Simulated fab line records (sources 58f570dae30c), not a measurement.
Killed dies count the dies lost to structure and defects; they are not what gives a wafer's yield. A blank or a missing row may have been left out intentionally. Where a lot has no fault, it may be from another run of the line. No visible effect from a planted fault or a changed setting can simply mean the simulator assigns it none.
Problem report, 8D (eight disciplines) form, completed by code || flow berkeley-cmos170 || the parts of the form that need people (team, actions taken, sign-off) are left out

## 1. THE PROBLEM
Mean of heater-power-total-W at UCB170_NWELL_SOFTBAKE_08: 47.12 W across 6 wafers in 2 lots; on wafers with no fault it is 56.80 W (standard deviation 0.048). That is -99 or more standard deviations from the usual mean.
The step: time 60 s.
Earliest sighting: wafer L760.1 on litho-track-02 at day 5 09:40. The record holds 42 wafers of 14 lots with a number at this step. The rule behind "out" and "out of limits": a value lying over 4 standard deviations away from the usual mean. All remaining wafers that have a number are taken as sound.

## 2. WHAT IT IS AND WHAT IT IS NOT
{"question": "which readings at this step", "is": "heater-power-total-W, plate-temp-C", "is not": "exhaust-pa, resist-line-temp-C"}
{"question": "which lots", "is": "L760, L761", "is not": "L745, L746, L747, L748, L750, L751, L759, L762, L763, L766, L767, L768"}
{"question": "which wafers of those lots", "is": "all that have a number", "is not": "-"}
{"question": "read on which tools", "is": "litho-track-02", "is not": "litho-track-01, litho-track-03"}
{"question": "when", "is": "from day 5 09:40", "is not": "up to then (18 sound wafers); but 18 sound wafers of L759, L762, L763, L766, L767, L768 came after"}

## 3. SUSPECTS, AND WHAT RULES EACH OUT
Counting: a tool at a process step up to the reading stays a suspect if it ran every lot that is out and no sound lot after the first of them.
- litho-track-02 at UCB170_NWELL_SOFTBAKE_08 (time 60 s): kept. It processed each lot that is out, first L760 at day 5 09:40, and no sound lot thereafter; up to then, the last sound lot it processed was L747 at day 2 22:10. Its own readings are out on those wafers: heater-power-total-W, plate-temp-C.
Left after counting: litho-track-02 at UCB170_NWELL_SOFTBAKE_08.

## 4. THE CAUSE (what the simulator had put in)
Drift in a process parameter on litho-track-02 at UCB170_NWELL_SOFTBAKE_08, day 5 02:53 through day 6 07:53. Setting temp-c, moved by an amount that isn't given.
Only this tool survived the counting.

## 5. THE EFFECT CHAIN, in route order
Rows list readings where the struck wafers' mean (over those with a number) sits beyond 3 standard deviations from the usual. Readings are gone through only where the record gives a usual standard deviation; hours: the median, over the lots, of the time from a lot's start at the first step in this table giving one to that lot's start at this step; sigmas: the change measured in usual standard deviations.
{"hours": 0, "step": "UCB170_NWELL_SOFTBAKE_08", "reading": "heater-power-total-W", "usual": "56.80 W", "on struck wafers": 47.12, "change": -9.68, "sigmas": "-99 or more"}
{"hours": 0, "step": "UCB170_NWELL_SOFTBAKE_08", "reading": "plate-temp-C", "usual": "130.00 C", "on struck wafers": 112.82, "change": -17.18, "sigmas": "-99 or more"}
{"hours": 1, "step": "UCB170_NWELL_STRIP_15", "reading": "strip-time-to-endpoint-s", "usual": "18.01 s", "on struck wafers": 18.38, "change": "+0.37", "sigmas": "+4.4"}
Process steps it contains:
- UCB170_NWELL_SOFTBAKE_08: time 60 s.
- UCB170_NWELL_STRIP_15: strips in O2.

## 6. HOW IT WOULD HAVE BEEN CAUGHT EARLIER
First out-of-limits reading in this record: day 5 09:40, which is 7 hours after fault onset at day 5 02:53.
